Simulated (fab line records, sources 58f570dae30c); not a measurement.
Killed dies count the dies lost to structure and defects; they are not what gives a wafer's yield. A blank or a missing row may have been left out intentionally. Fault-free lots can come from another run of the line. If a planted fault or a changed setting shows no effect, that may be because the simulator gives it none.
2 desks looking at one fault | flow berkeley cmos170 | every desk sees just its own numbers, and what lay behind them comes last

DESK OF THE TOOL OWNER: furnace-02
The tool's own readings at UCB170_WELLDRIVE_OXIDATION_01 (target thk 199 nm, ox time 9000 s): means of the sampled wafers that have a number, for each lot that ran on this tool. Marked OUT: a lot whose mean sits more than 4 standard deviations from the usual mean, which makes it out of limits; the brackets give that distance.
Columns: A = spike tc load C at UCB170_WELLDRIVE_OXIDATION_01, usual 1125.7 C
lot  | first seen here | A
L268 | day 4 03:31     | 1125.4
L269 | day 4 03:31     | 1125.0
L270 | day 4 12:46     | 1125.7
L271 | day 4 12:46     | 1124.9
L280 | day 6 14:28     | 1125.4
L281 | day 6 14:28     | 1125.3
This desk's verdict: no lot among the 6 shows anything out of limits.

AT THE METROLOGY DESK
Means of the sampled wafers that have a number, per lot and without regard to the tool the lot ran on: this is what the gauges read. Marked OUT: a lot whose mean sits more than 4 standard deviations from the usual mean, which makes it out of limits; the brackets give that distance.
Columns: A = PWELL_OXIDE_THK at UCB170_PWELL_THK_MEAS_03, usual 26.7 nm; B = WELLDRIVE_OXIDE_THK at UCB170_WELLDRIVE_THK_MEAS_02, usual 201 nm; C = SACOX_OXIDE_THK at UCB170_SACOX_THK_MEAS_02, usual 14.54 nm
lot  | first seen here | A    | B              | C
L269 | day 3 08:44     | 26.7 | 200            | 14.78
L268 | day 3 08:49     | 26.6 | 199            | 14.95
L271 | day 3 18:38     | 26.0 | 198            | 14.63
L270 | day 3 18:39     | 26.7 | 202            | 14.75
L272 | day 4 05:03     | 27.1 | 204            | 14.19
L273 | day 4 05:04     | 26.5 | 201            | 14.23
L281 | day 5 21:19     | 27.4 | 179 (-6.4) OUT | 14.05
L280 | day 5 21:19     | 26.9 | 178 (-6.7) OUT | 14.40
L283 | day 6 11:26     | 25.8 | 204            | 14.40
L284 | day 6 11:28     | 26.4 | 199            | 14.61
L285 | day 6 21:40     | 26.6 | 208            | 14.56
L287 | day 7 06:25     | 26.3 | 199            | 14.78
L286 | day 7 06:26     | 26.2 | 199            | 14.60
L288 | day 7 06:29     | 27.4 | 204            | 14.84
This desk's result: L280, L281 out of limits, first on L281 (WELLDRIVE_OXIDE_THK at UCB170_WELLDRIVE_THK_MEAS_02), day 6 17:58. L269, L268, L271, L270, L272, L273, L283, L284, L285, L287, L286, L288 stayed within limits.

BROUGHT TOGETHER
The metrology desk could have raised an alarm at day 6 17:58, on L280, L281.
Nothing out of limits was seen by the tool owner's desk.
The tool owner's desk has L280, L281 on record, within its limits.
All the named lots went through UCB170_WELLDRIVE_OXIDATION_01 on furnace-02.

WHAT WAS PUT IN BY THE SIMULATOR
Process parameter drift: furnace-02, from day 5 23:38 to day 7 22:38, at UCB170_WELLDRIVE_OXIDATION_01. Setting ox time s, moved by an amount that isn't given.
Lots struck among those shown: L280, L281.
Time in hours between the start of the fault and the first out-of-limits reading at each desk: metrology desk, 18.
